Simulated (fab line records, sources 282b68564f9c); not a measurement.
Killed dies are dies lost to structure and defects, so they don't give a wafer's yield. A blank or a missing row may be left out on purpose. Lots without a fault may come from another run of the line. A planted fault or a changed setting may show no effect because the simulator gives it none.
A struck lot beside a sound one | flow rit_cmos | 44 steps out of a route of 202
Sound: wafers L733.1, L733.2, L733.5. Struck: wafers L745.1, L745.2, L745.3. The cause comes at the end.
At each step with rows: each side's tool, then ch and its chambers, then its first start. Under that, the readings that differ: sound wafers | struck wafers | difference of the means | sigmas: that difference in standard deviations of wafers without a fault.
alike: readings whose means differ by less than 2 such deviations, and words and numbers that are the same on both sides. not compared: withheld readings, readings that some wafer has no value for, bounds like >300 that may hide the same value, and numbers for which the record gives no deviation and whose values overlap.
The two part at a step that has a row with sigmas, a row that says differs or no value, or rows on one side only. Numbers that don't overlap but have no deviation are shown without sigmas and don't part them. A reading that every wafer of one side lacks parts them only if that side has two wafers or more.

first, 3 steps without rows for these wafers: RIT_REOX_CLEAN_01 (cleans in dHF, time 30 s); RIT_REOX_CLEAN_02 (cleans in SC2, time 600 s); RIT_REOX_OXIDATION_03 (target thk 25.2 nm, ox time 5580 s).
RIT_REOX_THK_MEAS_04:
  sound on film_metro-02, day 4 09:16; struck on film_metro-01, day 7 00:59
  alike: REOX_OXIDE_THK
then, 6 steps without rows for these wafers: RIT_NLDD_HMDS_00 (prime time 60 s); RIT_NLDD_COAT_01 (resist thk 1000 nm); RIT_NLDD_SOFTBAKE_02 (time 60 s); RIT_NLDD_EXPOSE_03 (exposes mask M7, target cd 40700 nm); RIT_NLDD_PEB_04; RIT_NLDD_DEVELOP_05 (develop time 50 s).
RIT_NLDD_OVL_MEAS_06:
  sound on overlay-02, day 4 10:11; struck on overlay-01, day 7 01:54
  alike: NLDD_OVL
then, 1 step without rows for these wafers: RIT_NLDD_HARDBAKE_07 (time 60 s).
RIT_NLDD_IMPLANT_08:
  sound on implanter-02 ch 0, day 4 10:22; struck on implanter-02 ch 0, day 7 02:05
  reading                          | sound                         | struck                     | difference | sigmas
  dose_ions_cm2                    | 4.998e+14 4.996e+14 5.001e+14 | 2e+14 2.003e+14 2.006e+14  | -3e+14     | -99 or more
  end_station_pressure_torr (Torr) | 6.06e-06 6e-06 5.97e-06       | 5.19e-06 5.18e-06 5.41e-06 | -7.50e-07  | -3
  faraday_current_uA               | 1531 1558 1523                | 605 626 648                | -911       | -29
  alike: tilt_deg
RIT_NLDD_STRIP_09: strips in O2, time 180 s.
  sound on plasma_asher-04 ch 0,1, day 4 10:31; struck on plasma_asher-04 ch 0,1, day 7 02:14
  alike: drypump_motor_current_A
  not compared: rf_hours_counter_h
RIT_NLDD_TW_MEAS_10:
  sound on film_metro-01, day 4 10:41; struck on film_metro-04, day 7 02:25
  reading | sound          | struck         | difference | sigmas
  NLDD_TW | 2470 2476 2483 | 1939 1960 1943 | -529       | -28
then, 6 steps without rows for these wafers: RIT_PLDD_HMDS_00 (prime time 60 s); RIT_PLDD_COAT_01 (resist thk 1000 nm); RIT_PLDD_SOFTBAKE_02 (time 60 s); RIT_PLDD_EXPOSE_03 (exposes mask M8, target cd 40900 nm); RIT_PLDD_PEB_04; RIT_PLDD_DEVELOP_05 (develop time 50 s).
RIT_PLDD_OVL_MEAS_06:
  sound on overlay-01, day 4 11:36; struck on overlay-01, day 7 03:26
  alike: PLDD_OVL
then, 2 steps without rows for these wafers: RIT_PLDD_HARDBAKE_07 (time 60 s); RIT_PLDD_IMPLANT_08.
RIT_PLDD_STRIP_09: strips in O2, time 180 s.
  sound on plasma_asher-03 ch 0,1, day 4 11:56; struck on plasma_asher-03 ch 0,1, day 7 03:47
  alike: drypump_motor_current_A
  not compared: rf_hours_counter_h
RIT_PLDD_TW_MEAS_10:
  sound on film_metro-03, day 4 12:07; struck on film_metro-01, day 7 03:57
  alike: PLDD_TW
then, 4 steps without rows for these wafers: RIT_SPACER_CLEAN_00 (cleans in SC1, time 600 s); RIT_SPACER_CLEAN_01 (cleans in dHF, time 30 s); RIT_SPACER_CLEAN_02 (cleans in SC2, time 600 s); RIT_SPACER_CVD_03 (deposits Si3N4 from SiH2Cl2/NH3, target thk 250 nm, time 3300 s).
RIT_SPACER_THK_MEAS_04:
  sound on film_metro-04, day 4 14:27; struck on film_metro-02, day 7 06:19
  alike: SPACER_NITRIDE_THK
RIT_SPACER_ETCHBACK_05: etches Si3N4 in SF6/CHF3, stops on SiO2, target depth 250 nm, time 240 s.
  sound on rie_diel-02 ch 0,1, day 4 14:31; struck on rie_diel-01 ch 0,1,3, day 7 06:22
  alike: drypump_motor_current_A, oes_product_au, throttle_valve_pct
  not compared: rf_hours_counter_h
then, 6 steps without rows for these wafers: RIT_NSD_HMDS_00 (prime time 60 s); RIT_NSD_COAT_01 (resist thk 1000 nm); RIT_NSD_SOFTBAKE_02 (time 60 s); RIT_NSD_EXPOSE_03 (exposes mask M9, target cd 40700 nm); RIT_NSD_PEB_04; RIT_NSD_DEVELOP_05 (develop time 50 s).
RIT_NSD_OVL_MEAS_06:
  sound on overlay-01, day 4 15:36; struck on overlay-01, day 7 07:22
  reading      | sound         | struck         | difference | sigmas
  NSD_OVL (nm) | -0.2 0.1 -0.2 | -2.9 -2.8 -2.6 | -2.7       | -2
then, 2 steps without rows for these wafers: RIT_NSD_HARDBAKE_07 (time 60 s); RIT_NSD_IMPLANT_08.
RIT_NSD_STRIP_09: strips in O2, time 180 s.
  sound on plasma_asher-02 ch 0,1, day 4 15:56; struck on plasma_asher-01 ch 0,1, day 7 07:43
  alike: drypump_motor_current_A
  not compared: rf_hours_counter_h
RIT_SDANNEAL_RS_MEAS_07: measures by four-point-probe.
  sound on film_metro-01, day 4 18:30; struck on film_metro-03, day 7 10:19
  reading          | sound             | struck            | difference | sigmas
  NLDD_RS (ohm/sq) | 151.1 150.8 151.2 | 302.6 300.8 302.4 | +150.9     | +99 or more
RIT_M1_PROBE_99:
  sound on prober-01, day 5 03:26; struck on prober-02, day 7 17:26
  reading                             | sound             | struck            | difference | sigmas
  killed_at_contacts                  | 0 0 1             | 0 0 0             | +0         | -2
  model.etest.nmos_0p15.r_on_ohm_um   | 1124 1112 1125    | 1733 1756 1730    | +619       |
  model.etest.nmos_0p3.r_on_ohm_um    | 2136 2104 2147    | 2704 2748 2714    | +593       |
  model.etest.nldd.rs_ohm_sq          | 383.6 382.5 388   | 806.3 800.3 812.9 | +421.8     |
  model.etest.nmos_turned.drive_ua_um | 326.1 325.3 319.2 | 122.8 128.8 125.8 | -197.7     |
  model.etest.nldd.line_ohm_um        | 118 119.7 122.2   | 253.3 250.3 256.6 | +133.4     |
  model.etest.nmos_0p15.drive_ua_um   | 478.8 485.8 483.8 | 351.7 348.5 355.1 | -131.0     |
  model.etest.nmos_narrow.drive_ua_um | 238.1 237.8 235.7 | 198.6 198.5 202.5 | -37.3      |
  model.etest.nmos_0p3.drive_ua_um    | 231.2 234.9 233.2 | 199.8 200.4 206.3 | -30.9      |
  alike: killed_at_M0_to_M3, killed_at_front_end, killed_dies, killed_open, killed_short

WHERE THEY PART
First at RIT_NLDD_IMPLANT_08; last, within this record, at RIT_M1_PROBE_99.

WHY: what the simulator had put in
Process parameter drift: implanter-02, from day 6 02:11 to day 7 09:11, at RIT_NLDD_IMPLANT_08. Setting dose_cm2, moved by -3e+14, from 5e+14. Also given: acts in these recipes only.
